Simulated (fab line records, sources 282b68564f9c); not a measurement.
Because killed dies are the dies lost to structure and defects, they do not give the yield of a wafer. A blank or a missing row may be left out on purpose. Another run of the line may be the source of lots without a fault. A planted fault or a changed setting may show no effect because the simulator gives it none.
Which tool is to blame?    flow rit_cmos    Sampling: 7 lots, 21 wafers, 2 of 202 route steps

## WHAT THE GAUGES READ, wafer by wafer
RIT_PSD_TW_MEAS_10.
lot   measured     on             PSD_TW
L480  day 4 00:56  film_metro-03  3401 3379 3386
L482  day 4 10:44  film_metro-01  3540 3543 3551
L489  day 5 18:44  film_metro-03  3410 3439 3429
L491  day 6 04:55  film_metro-04  3401 3373 3385
L495  day 7 01:19  film_metro-03  3423 3430 3395
L497  day 7 09:24  film_metro-03  3435 3426 3423
L500  day 8 01:26  film_metro-01  3415 3420 3431

## TOOL THAT RAN EACH LOT (tool first, then ch and the chambers of the sampled wafers, then the start)
lot   RIT_PSD_IMPLANT_08
L480  implanter-02 ch 0, day 4 00:28
L482  implanter-03 ch 0, day 4 10:25
L489  implanter-02 ch 0, day 5 18:26
L491  implanter-02 ch 0, day 6 04:37
L495  implanter-01 ch 0, day 7 01:00
L497  implanter-02 ch 0, day 7 09:05
L500  implanter-03 ch 0, day 8 01:07
- RIT_PSD_IMPLANT_08

## THE ANSWER, worked out from the rows above alone
Rule: usual is defined by the lots themselves. Put in order of their means at a reading, lots are off if they are a third of the lots or fewer, leave a main group of 4 or more, and stand apart from it by a gap of 3 or more times the standard deviation of the main group's means; of several such gaps the widest counts. A main group is skipped when, at the precision printed for the reading in the tables above, its means are all equal. A lot without any number at a reading at which 4 lots or more have one is off too. All remaining lots with rows at the step are treated as sound.
Off: L482, at RIT_PSD_TW_MEAS_10 (PSD_TW). The main group: mean 3411, standard deviation 17.
If a tool, at a process step before that reading, ran all the lots that are off and no sound lot after the first of them, it fits. Those tools and the gauges at RIT_PSD_TW_MEAS_10 are tried in the same way. No candidate that was tried fits.

## WHAT THE SIMULATOR HAD PUT IN
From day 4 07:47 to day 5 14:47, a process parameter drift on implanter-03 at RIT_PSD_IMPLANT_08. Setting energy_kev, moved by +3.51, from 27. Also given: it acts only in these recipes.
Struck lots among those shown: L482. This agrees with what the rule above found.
